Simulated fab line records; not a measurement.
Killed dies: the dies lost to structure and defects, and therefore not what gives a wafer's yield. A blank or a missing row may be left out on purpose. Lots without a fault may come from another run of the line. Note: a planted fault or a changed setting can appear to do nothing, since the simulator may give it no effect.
fab line records	flow ritCmos
record: lots: 16	wafers: 48	lastDay: 7
route steps=202 shown NRETRO@59 PLDD@120 NSD@134 NLDD@160 M1@202
lots that met no fault: taken from a fault-free run of the same line
startH: start of the lot's first displayed wafer, in hours after the record's first day	waitH: time in hours since the lot's previous step	" unchanged from the row above	L1.1+2: one row covering several wafers at once	- no value, or no start given	* or withheld: withheld	< > ~ a bound
route shown NAME@n: a module of which the file shows steps, and the number in the route of the first	usual: the fault-free wafers' mean and standard deviation	same: alike in all rows	chamber/n: place in a boat	sites: the reading at each site	_std_site: standard deviation of those values	_edge_site: the outer-site mean with the inner-site mean subtracted	radiusMm: how far each site lies from the wafer's centre	mask NAME#n: copy n	behind: the most recent tool/chamber to have shaped the wafer	hold: cause of the lot's hold/its duration in hours/its outcome	device: which transistor (n, p or np) failed to switch	end of line: the tests these same wafers got at the end of their route	a step with no rows: only its recipe	killed: dies that structure and defects cost at the first sort, which is not the same as the wafer's yield	map: a wafer's dies, marking killed ones x, the rest . and places with no die _
set.NAME: the setting the step ran with; set.NAME@STEP: the setting that earlier step ran with	model.NAME: the simulator's own value behind a step, which no gauge read
a sample of lots followed through the steps of the route, with each step as a table and each wafer as a row
services: when a tool's chamber went out of use (startH, in hours from the record's first day, below 0 if earlier), for how many hours, and the reason
== steps ==
step: RIT_NRETRO_OVL_MEAS_06
usual: NRETRO_OVL: 0.1/1.4
lot.wafer	tool	chamber	startH	waitH	NRETRO_OVL[nm]
L260.1	overlay-02	-	31.81	-	0.8
L260.4	"	-	"	"	-0.2
L260.6	"	-	"	"	1.2
L263.1	overlay-01	-	49.36	-	0.5
L263.4	"	-	"	"	0.2
L263.6	"	-	"	"	2.5
L264.3	overlay-01	-	50.64	-	1.1
L264.4	"	-	"	"	1.1
L264.6	"	-	"	"	-0.6
L265.3	overlay-01	-	57.14	-	1.9
L265.4	"	-	"	"	1.5
L265.6	"	-	"	"	-0.6
L266.1	overlay-01	-	61.42	-	1.6
L266.2	"	-	"	"	3.7
L266.6	"	-	"	"	0.6
L268.2	overlay-02	-	72.12	-	0.1
L268.3	"	-	"	"	0.6
L268.4	"	-	"	"	2.6
L269.1	overlay-02	-	78.22	-	-2.3
L269.2	"	-	"	"	0.3
L269.3	"	-	"	"	-3.2
L270.1	overlay-02	-	85.88	-	-0.5
L270.2	"	-	"	"	0.8
L270.4	"	-	"	"	0.5
L271.1	overlay-02	-	86.60	-	-0.7
L271.4	"	-	"	"	-3.2
L271.5	"	-	"	"	-1.8
L273.1	overlay-01	-	99.24	-	-1.4
L273.3	"	-	"	"	1.5
L273.5	"	-	"	"	-0.2
L275.1	overlay-01	-	105.58	-	1.4
L275.2	"	-	"	"	1.1
L275.4	"	-	"	"	1.1
L276.1	overlay-02	-	112.66	-	-2.1
L276.3	"	-	"	"	-1.9
L276.4	"	-	"	"	0.7
L280.1	overlay-02	-	131.34	-	0.0
L280.2	"	-	"	"	-0.9
L280.4	"	-	"	"	0.2
L281.1	overlay-02	-	135.94	-	-1.1
L281.5	"	-	"	"	0.8
L281.6	"	-	"	"	0.1
L282.2	overlay-02	-	139.28	-	-0.5
L282.3	"	-	"	"	-0.6
L282.4	"	-	"	"	0.9
L283.1	overlay-02	-	146.04	-	0.2
L283.2	"	-	"	"	0.7
L283.6	"	-	"	"	-2.9
step: RIT_PLDD_OVL_MEAS_06
usual: PLDD_OVL: -1.1/1.7
lot.wafer	tool	chamber	startH	waitH	PLDD_OVL[nm]
L260.1	overlay-02	-	46.44	-	-1.2
L260.4	"	-	"	"	-2.9
L260.6	"	-	"	"	-3.9
L263.1	overlay-01	-	62.95	-	0.6
L263.4	"	-	"	"	0.6
L263.6	"	-	"	"	0.9
L264.3	overlay-02	-	65.56	-	-2.4
L264.4	"	-	"	"	-1.6
L264.6	"	-	"	"	-0.7
L265.3	overlay-01	-	74.61	-	1.2
L265.4	"	-	"	"	1.0
L265.6	"	-	"	"	-0.5
L266.1	overlay-02	-	75.07	-	-2.2
L266.2	"	-	"	"	-4.3
L266.6	"	-	"	"	-1.4
L268.2	overlay-02	-	89.52	-	-0.5
L268.3	"	-	"	"	-1.0
L268.4	"	-	"	"	-1.6
L269.1	overlay-02	-	97.26	-	-0.3
L269.2	"	-	"	"	-1.0
L269.3	"	-	"	"	-2.3
L270.1	overlay-02	-	99.79	-	-0.1
L270.2	"	-	"	"	1.4
L270.4	"	-	"	"	-1.7
L271.1	overlay-02	-	103.00	-	-1.4
L271.4	"	-	"	"	-2.9
L271.5	"	-	"	"	-2.9
L273.1	overlay-02	-	114.38	-	-1.3
L273.3	"	-	"	"	-2.1
L273.5	"	-	"	"	-2.8
L275.1	overlay-02	-	119.62	-	-1.2
L275.2	"	-	"	"	-2.7
L275.4	"	-	"	"	-0.9
L276.1	overlay-02	-	127.71	-	-1.2
L276.3	"	-	"	"	-0.6
L276.4	"	-	"	"	-1.3
L280.1	overlay-02	-	147.80	-	-3.2
L280.2	"	-	"	"	-5.6
L280.4	"	-	"	"	-3.3
L281.1	overlay-01	-	149.93	-	0.6
L281.5	"	-	"	"	0.6
L281.6	"	-	"	"	-0.7
L282.2	overlay-02	-	155.11	-	2.0
L282.3	"	-	"	"	-3.4
L282.4	"	-	"	"	0.5
L283.1	overlay-02	-	161.21	-	1.5
L283.2	"	-	"	"	-1.3
L283.6	"	-	"	"	0.2
step: RIT_NSD_EXPOSE_03
recipe: maskId: M9	na: 0.57	targetCdNm: 40700	doseMj: 250
lot.wafer	tool	chamber	startH	waitH	mask
L260.1+4+6	ilineStepper-01	0	49.96	0.1	M9#0
L263.1+4+6	ilineStepper-02	0	66.49	0.1	M9#0
L264.3+4+6	ilineStepper-02	0	71.48	0.1	M9#0
L265.3+4+6	ilineStepper-02	0	78.15	0.1	M9#0
L266.1+2+6	ilineStepper-01	0	80.15	0.2	M9#0
L268.2+3+4	ilineStepper-02	0	93.20	0.2	M9#0
L269.1+2+3	ilineStepper-01	0	101.86	0.2	M9#0
L270.1+2+4	ilineStepper-01	0	103.45	0.1	M9#0
L271.1+4+5	ilineStepper-02	0	106.71	0.2	M9#0
L273.1+3+5	ilineStepper-01	0	118.03	0.3	M9#0
L275.1+2+4	ilineStepper-02	0	123.21	0.1	M9#0
L276.1+3+4	ilineStepper-02	0	131.27	0.1	M9#0
L280.1+2+4	ilineStepper-01	0	151.48	0.2	M9#0
L281.1+5+6	ilineStepper-01	0	153.69	0.1	M9#0
L282.2+3+4	ilineStepper-01	0	158.64	0.1	M9#0
L283.1+2+6	ilineStepper-01	0	164.74	0.1	M9#0
step: RIT_NSD_OVL_MEAS_06
usual: NSD_OVL: 0.8/1.5
lot.wafer	tool	chamber	startH	waitH	hold	NSD_OVL[nm]
L260.1	overlay-02	-	50.50	-	-	2.1
L260.4	"	-	"	"	-	3.3
L260.6	"	-	"	"	-	0.9
L263.1	overlay-02	-	66.89	-	-	-1.0
L263.4	"	-	"	"	-	-1.7
L263.6	"	-	"	"	-	-0.6
L264.3	overlay-01	-	71.86	-	-	2.4
L264.4	"	-	"	"	-	2.6
L264.6	"	-	"	"	-	1.1
L265.3	overlay-02	-	78.52	-	-	1.0
L265.4	"	-	"	"	-	-0.4
L265.6	"	-	"	"	-	1.1
L266.1	overlay-01	-	80.55	-	-	1.4
L266.2	"	-	"	"	-	0.2
L266.6	"	-	"	"	-	0.4
L268.2	overlay-01	-	93.59	-	-	0.5
L268.3	"	-	"	"	-	0.1
L268.4	"	-	"	"	-	2.6
L269.1	overlay-01	-	102.26	-	-	3.3
L269.2	"	-	"	"	-	0.4
L269.3	"	-	"	"	-	0.8
L270.1	overlay-01	-	103.85	-	-	2.2
L270.2	"	-	"	"	-	1.9
L270.4	"	-	"	"	-	3.7
L271.1	overlay-02	-	107.18	-	-	-0.1
L271.4	"	-	"	"	-	1.2
L271.5	"	-	"	"	-	0.5
L273.1	overlay-02	-	118.43	-	-	-1.0
L273.3	"	-	"	"	-	-0.4
L273.5	"	-	"	"	-	-0.1
L275.1	overlay-01	-	123.61	-	-	2.0
L275.2	"	-	"	"	-	1.6
L275.4	"	-	"	"	-	2.7
L276.1	overlay-02	-	131.67	-	-	-2.0
L276.3	"	-	"	"	-	0.7
L276.4	"	-	"	"	-	-1.5
L280.1	overlay-01	-	151.88	-	awaitDispo/0.2h/release	-
L280.2	"	-	"	"	awaitDispo/0.2h/release	-
L280.4	"	-	"	"	awaitDispo/0.2h/release	-
L280.1	overlay-01	-	152.08	0.2	-	-
L280.2	"	-	"	"	-	-
L280.4	"	-	"	"	-	-
L281.1	overlay-01	-	154.09	-	awaitDispo/0.2h/release	-
L281.5	"	-	"	"	awaitDispo/0.2h/release	-
L281.6	"	-	"	"	awaitDispo/0.2h/release	-
L281.1	overlay-01	-	154.29	0.2	-	-
L281.5	"	-	"	"	-	-
L281.6	"	-	"	"	-	-
L282.2	overlay-01	-	159.02	-	awaitDispo/0.2h/release	-
L282.3	"	-	"	"	awaitDispo/0.2h/release	-
L282.4	"	-	"	"	awaitDispo/0.2h/release	-
L282.2	overlay-01	-	159.23	0.2	-	-
L282.3	"	-	"	"	-	-
L282.4	"	-	"	"	-	-
L283.1	overlay-01	-	165.14	-	awaitDispo/0.2h/release	-
L283.2	"	-	"	"	awaitDispo/0.2h/release	-
L283.6	"	-	"	"	awaitDispo/0.2h/release	-
L283.1	overlay-01	-	165.35	0.2	-	-
L283.2	"	-	"	"	-	-
L283.6	"	-	"	"	-	-
step: RIT_SDANNEAL_RS_MEAS_07
recipe: thkMeasGauge: four-point-probe
usual: NLDD_RS: 151.7/0.53
lot.wafer	tool	chamber	startH	waitH	NLDD_RS[ohm/sq]
L260.1	filmMetro-04	-	53.45	0.1	151.3
L260.4	"	-	"	"	151.8
L260.6	"	-	"	"	152.1
L263.1	filmMetro-04	-	69.84	0.1	152.2
L263.4	"	-	"	"	150.8
L263.6	"	-	"	"	151.7
L264.3	filmMetro-02	-	74.68	0.1	151.7
L264.4	"	-	"	"	151.7
L264.6	"	-	"	"	151.6
L265.3	filmMetro-04	-	81.60	0.1	151.6
L265.4	"	-	"	"	151.4
L265.6	"	-	"	"	151.7
L266.1	filmMetro-03	-	83.47	0.1	150.9
L266.2	"	-	"	"	151.0
L266.6	"	-	"	"	151.5
L268.2	filmMetro-03	-	96.66	0.1	152.0
L268.3	"	-	"	"	151.5
L268.4	"	-	"	"	151.6
L269.1	filmMetro-04	-	105.26	0.1	151.7
L269.2	"	-	"	"	152.1
L269.3	"	-	"	"	151.9
L270.1	filmMetro-03	-	106.73	0.1	152.6
L270.2	"	-	"	"	152.6
L270.4	"	-	"	"	152.5
L271.1	filmMetro-02	-	110.45	0.1	152.4
L271.4	"	-	"	"	153.1
L271.5	"	-	"	"	152.3
L273.1	filmMetro-03	-	121.68	0.1	151.3
L273.3	"	-	"	"	151.5
L273.5	"	-	"	"	151.4
L275.1	filmMetro-03	-	126.55	0.1	151.8
L275.2	"	-	"	"	151.6
L275.4	"	-	"	"	151.9
L276.1	filmMetro-02	-	134.72	0.1	152.1
L276.3	"	-	"	"	151.9
L276.4	"	-	"	"	152.1
step: RIT_M1_PROBE_99
usual: defectLimitedYield: 97.3/1.1	killedAtContacts: 0.1/0.34	killedAtFrontEnd: 7.0/2.9	killedDies: 7.2/2.9	killedOpen: 3.6/1.9	killedShort: 3.5/2.1	sort_bin_3_pad_short: 0.1/0.23	sort_bin_5_function: 1.6/0.73	sort_bin_6_memory: 1.0/0.67	sortNPass: 256.8/2.9	sortYieldPct: 97.3/1.1
same: grossDies: 264	killed_at_M0_to_M3: 0	killed_at_M4_up: 0	killedAtBackSide: 0	killedAtOther: 0
lot.wafer	tool	chamber	startH	waitH	defectLimitedYield[%]	killedAtContacts	killedAtFrontEnd	killedDies	killedOpen	killedShort	sort_bin_3_pad_short[%]	sort_bin_5_function[%]	sort_bin_6_memory[%]	sortNPass	sortYieldPct[%]
L260.1	prober-02	-	60.77	0.1	98.5	0	4	4	2	2	0.4	0.8	0.4	260.0	98.5
L260.4	prober-02	-	60.92	0.2	95.1	0	13	13	7	6	0.8	3.0	1.1	251.0	95.1
L260.6	prober-02	-	61.02	0.2	96.2	0	10	10	3	7	0	1.9	1.9	254.0	96.2
L263.1	prober-01	-	77.00	0.1	96.6	0	9	9	4	5	0.4	1.5	1.5	255.0	96.6
L263.4	prober-01	-	77.15	0.2	96.6	0	9	9	5	3	0	3.0	0.4	255.0	96.6
L263.6	prober-01	-	77.25	0.2	95.1	0	13	13	5	8	0.4	2.7	1.9	251.0	95.1
L264.3	prober-01	-	81.98	0.2	97.7	0	6	6	4	2	0	1.1	1.1	258.0	97.7
L264.4	prober-01	-	82.03	0.2	97.7	0	6	6	2	4	0	1.1	1.1	258.0	97.7
L264.6	prober-01	-	82.13	0.2	95.8	0	11	11	4	7	1.1	1.1	1.9	253.0	95.8
L265.3	prober-02	-	88.77	0.2	96.2	0	10	10	6	4	0	1.5	2.3	254.0	96.2
L265.4	prober-02	-	88.82	0.2	97.7	2	4	6	3	3	0.4	1.5	0.4	258.0	97.7
L265.6	prober-02	-	88.92	0.2	97.0	1	7	8	7	1	0	1.5	1.5	256.0	97.0
L266.1	prober-01	-	90.53	0.1	97.7	0	6	6	1	5	0	1.5	0.8	258.0	97.7
L266.2	prober-01	-	90.58	0.1	95.8	0	11	11	6	5	0.4	1.9	1.9	253.0	95.8
L266.6	prober-01	-	90.78	0.2	97.7	0	6	6	1	5	0.8	1.1	0.4	258.0	97.7
L268.2	prober-01	-	103.70	0.1	97.3	0	7	7	4	3	0.4	1.9	0.4	257.0	97.3
L268.3	prober-01	-	103.75	0.2	96.2	0	10	10	7	3	0	1.5	2.3	254.0	96.2
L268.4	prober-01	-	103.80	0.2	97.7	0	6	6	3	3	0.4	1.1	0.8	258.0	97.7
L269.1	prober-02	-	112.49	0.1	97.0	0	8	8	5	3	0	2.7	0.4	256.0	97.0
L269.2	prober-02	-	112.54	0.1	98.5	0	4	4	3	1	0	0.8	0.8	260.0	98.5
L269.3	prober-02	-	112.59	0.2	98.1	0	5	5	1	4	0	1.9	0	259.0	98.1
L270.1	prober-02	-	113.99	0.1	95.8	0	11	11	4	7	0	3.0	1.1	253.0	95.8
L270.2	prober-02	-	114.04	0.1	96.6	1	8	9	4	5	0.4	2.3	0.8	255.0	96.6
L270.4	prober-02	-	114.14	0.2	96.6	0	9	9	5	3	0	1.1	2.3	255.0	96.6
L271.1	prober-02	-	117.51	0.1	96.2	1	9	10	4	6	0	1.9	1.9	254.0	96.2
L271.4	prober-02	-	117.66	0.2	98.5	0	4	4	2	2	0	1.1	0.4	260.0	98.5
L271.5	prober-02	-	117.71	0.2	97.7	0	6	6	5	1	0	1.5	0.8	258.0	97.7
L273.1	prober-02	-	128.71	0.1	97.7	0	6	6	6	0	0	1.1	1.1	258.0	97.7
L273.3	prober-02	-	128.81	0.2	97.7	0	6	6	4	2	0	1.1	1.1	258.0	97.7
L273.5	prober-02	-	128.91	0.2	98.1	0	5	5	4	1	0	1.5	0.4	259.0	98.1
L275.1	prober-02	-	134.22	0.1	97.3	0	7	7	3	4	0	0.8	1.9	257.0	97.3
L275.2	prober-02	-	134.27	0.1	98.1	0	5	5	5	0	0	1.5	0.4	259.0	98.1
L275.4	prober-02	-	134.37	0.2	97.3	0	7	7	2	5	0.4	0	2.3	257.0	97.3
L276.1	prober-01	-	141.63	0.1	95.1	0	13	13	7	6	0	3.0	1.9	251.0	95.1
L276.3	prober-01	-	141.73	0.2	95.5	0	12	12	7	5	0	1.9	2.7	252.0	95.5
L276.4	prober-01	-	141.78	0.2	98.5	0	4	4	0	4	0	1.1	0.4	260.0	98.5
killed by level:class
L260.1 ACTIVE:geometricParticle:short=1 REOX:geometricParticle:short=1 REOX:geometricParticle:open=1 SPACER:geometricParticle:open=1
L260.4 GATE:geometricParticle:short=4 GATE:geometricParticle:open=3 FOX2:geometricParticle:open=2 FOX1:geometricParticle:open=1 FOX1:geometricParticle:short=1 REOX:geometricParticle:open=1 SILICIDE:geometricParticle:short=1
L260.6 GATE:geometricParticle:short=4 REOX:geometricParticle:open=3 FOX1:geometricParticle:short=1 FOX2:geometricParticle:short=1 REOX:geometricParticle:short=1
L263.1 SPACER:geometricParticle:open=2 SILICIDE:geometricParticle:short=2 FOX1:geometricParticle:short=1 FOX2:geometricParticle:open=1 GATE:geometricParticle:short=1 SPACER:geometricParticle:short=1 SILICIDE:geometricParticle:open=1
L263.4 GATE:geometricParticle:open=2 FOX1:geometricParticle:short=1 FOX2:geometricParticle:open=1 FOX2:geometricParticle:short=1 GATE:geometricParticle:short=1 SPACER:geometricParticle:open=1 SILICIDE:geometricParticle:open=1 PLDD:coatMicrobubblePrinted=1
L263.6 SPACER:geometricParticle:short=4 SILICIDE:geometricParticle:short=4 SILICIDE:geometricParticle:open=2 FOX1:geometricParticle:open=1 REOX:geometricParticle:open=1 SPACER:geometricParticle:open=1
L264.3 GATE:geometricParticle:open=2 FOX1:geometricParticle:open=1 GATE:geometricParticle:short=1 REOX:geometricParticle:open=1 REOX:geometricParticle:short=1
L264.4 REOX:geometricParticle:short=2 REOX:geometricParticle:open=2 FOX1:geometricParticle:short=1 GATE:geometricParticle:short=1
L264.6 SILICIDE:geometricParticle:short=3 GATE:geometricParticle:short=2 REOX:geometricParticle:open=2 SILICIDE:geometricParticle:open=2 FOX1:geometricParticle:short=1 REOX:geometricParticle:short=1
L265.3 GATE:geometricParticle:open=4 GATE:geometricParticle:short=3 FOX1:geometricParticle:open=2 FOX1:geometricParticle:short=1
L265.4 CONTACT:geometricParticle:open=2 FOX1:geometricParticle:open=1 GATE:geometricParticle:short=1 SPACER:geometricParticle:short=1 SILICIDE:geometricParticle:short=1
L265.6 GATE:geometricParticle:open=4 FOX1:geometricParticle:open=1 GATE:geometricParticle:short=1 SPACER:geometricParticle:open=1 CONTACT:geometricParticle:open=1
L266.1 GATE:geometricParticle:short=2 FOX1:geometricParticle:short=1 GATE:geometricParticle:open=1 SPACER:geometricParticle:short=1 SILICIDE:geometricParticle:short=1
L266.2 GATE:geometricParticle:open=3 SPACER:geometricParticle:short=3 GATE:geometricParticle:short=2 REOX:geometricParticle:open=1 SPACER:geometricParticle:open=1 SILICIDE:geometricParticle:open=1
L266.6 SPACER:geometricParticle:short=2 SILICIDE:geometricParticle:short=2 GATE:geometricParticle:open=1 GATE:geometricParticle:short=1
L268.2 GATE:geometricParticle:open=4 FOX1:geometricParticle:short=2 SILICIDE:geometricParticle:short=1
L268.3 FOX1:geometricParticle:open=2 FOX1:geometricParticle:short=2 GATE:geometricParticle:open=2 SILICIDE:geometricParticle:open=2 REOX:geometricParticle:open=1 SILICIDE:geometricParticle:short=1
L268.4 SPACER:geometricParticle:open=3 SILICIDE:geometricParticle:short=2 SPACER:geometricParticle:short=1
L269.1 GATE:geometricParticle:open=3 GATE:geometricParticle:short=2 FOX1:geometricParticle:open=1 FOX1:geometricParticle:short=1 SPACER:geometricParticle:open=1
L269.2 GATE:geometricParticle:open=1 GATE:geometricParticle:short=1 REOX:geometricParticle:open=1 SPACER:geometricParticle:open=1
L269.3 FOX1:geometricParticle:short=1 GATE:geometricParticle:short=1 REOX:geometricParticle:open=1 REOX:geometricParticle:short=1 SILICIDE:geometricParticle:short=1
L270.1 GATE:geometricParticle:short=3 FOX1:geometricParticle:short=2 GATE:geometricParticle:open=2 FOX1:geometricParticle:open=1 FOX2:geometricParticle:short=1 SPACER:geometricParticle:open=1 SPACER:geometricParticle:short=1
L270.2 GATE:geometricParticle:short=3 GATE:geometricParticle:open=2 FOX1:geometricParticle:open=1 SPACER:geometricParticle:open=1 SILICIDE:geometricParticle:short=1 CONTACT:geometricParticle:short=1
L270.4 FOX1:geometricParticle:open=3 FOX2:geometricParticle:open=2 FOX1:geometricParticle:short=1 GATE:geometricParticle:short=1 SILICIDE:geometricParticle:short=1 NWELL:coatMicrobubblePrinted=1
L271.1 REOX:geometricParticle:open=3 REOX:geometricParticle:short=3 FOX1:geometricParticle:short=1 SPACER:geometricParticle:short=1 SPACER:geometricParticle:open=1 CONTACT:geometricParticle:short=1
L271.4 GATE:geometricParticle:short=1 GATE:geometricParticle:open=1 REOX:geometricParticle:short=1 SILICIDE:geometricParticle:open=1
L271.5 FOX1:geometricParticle:open=2 GATE:geometricParticle:open=2 SPACER:geometricParticle:open=1 SILICIDE:geometricParticle:short=1
L273.1 GATE:geometricParticle:open=5 SILICIDE:geometricParticle:open=1
L273.3 SPACER:geometricParticle:open=2 GATE:geometricParticle:open=1 GATE:geometricParticle:short=1 SILICIDE:geometricParticle:short=1 SILICIDE:geometricParticle:open=1
L273.5 GATE:geometricParticle:open=2 SILICIDE:geometricParticle:open=2 SPACER:geometricParticle:short=1
L275.1 GATE:geometricParticle:open=2 GATE:geometricParticle:short=1 REOX:geometricParticle:short=1 REOX:geometricParticle:open=1 SPACER:geometricParticle:short=1 SILICIDE:geometricParticle:short=1
L275.2 GATE:geometricParticle:open=2 SILICIDE:geometricParticle:open=2 SPACER:geometricParticle:open=1
L275.4 GATE:geometricParticle:short=2 SILICIDE:geometricParticle:short=2 FOX1:geometricParticle:short=1 REOX:geometricParticle:open=1 SILICIDE:geometricParticle:open=1
L276.1 FOX2:geometricParticle:open=5 FOX2:geometricParticle:short=2 SILICIDE:geometricParticle:short=2 REOX:geometricParticle:open=1 REOX:geometricParticle:short=1 SPACER:geometricParticle:short=1 SILICIDE:geometricParticle:open=1
L276.3 GATE:geometricParticle:open=3 FOX2:geometricParticle:open=2 FOX2:geometricParticle:short=2 GATE:geometricParticle:short=2 SPACER:geometricParticle:open=2 SILICIDE:geometricParticle:short=1
L276.4 SILICIDE:geometricParticle:short=2 FOX1:geometricParticle:short=1 SPACER:geometricParticle:short=1
== services ==
tool	chamber	startH	hours	kind
ilineStepper-01	-	68.59	4.4	pm
ilineStepper-02	-	89.99	1.7	pm
ilineStepper-01	-	114.32	1.7	pm
== key ==
firstSign: step: RIT_NSD_OVL_MEAS_06	reading: visit	direction: added
effect: step: RIT_NSD_OVL_MEAS_06	reading: hold	direction: added
metAt RIT_NSD_EXPOSE_03
struckLots L280,L281,L282,L283
scrappedBehind RIT_NSD_OVL_MEAS_06 L280.1,L280.2,L280.4,L281.1,L281.5,L281.6,L282.2,L282.3,L282.4,L283.1,L283.2,L283.6
notActingAt RIT_NRETRO_OVL_MEAS_06,RIT_PLDD_OVL_MEAS_06,RIT_SDANNEAL_RS_MEAS_07
onsetBetween 118.03 151.48
alsoFits time
fault: kind: scannerMatchingOverlay	tool: ilineStepper-01	chamber: -	onsetH: 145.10	steps: RIT_NSD_EXPOSE_03	offset: 6704.9
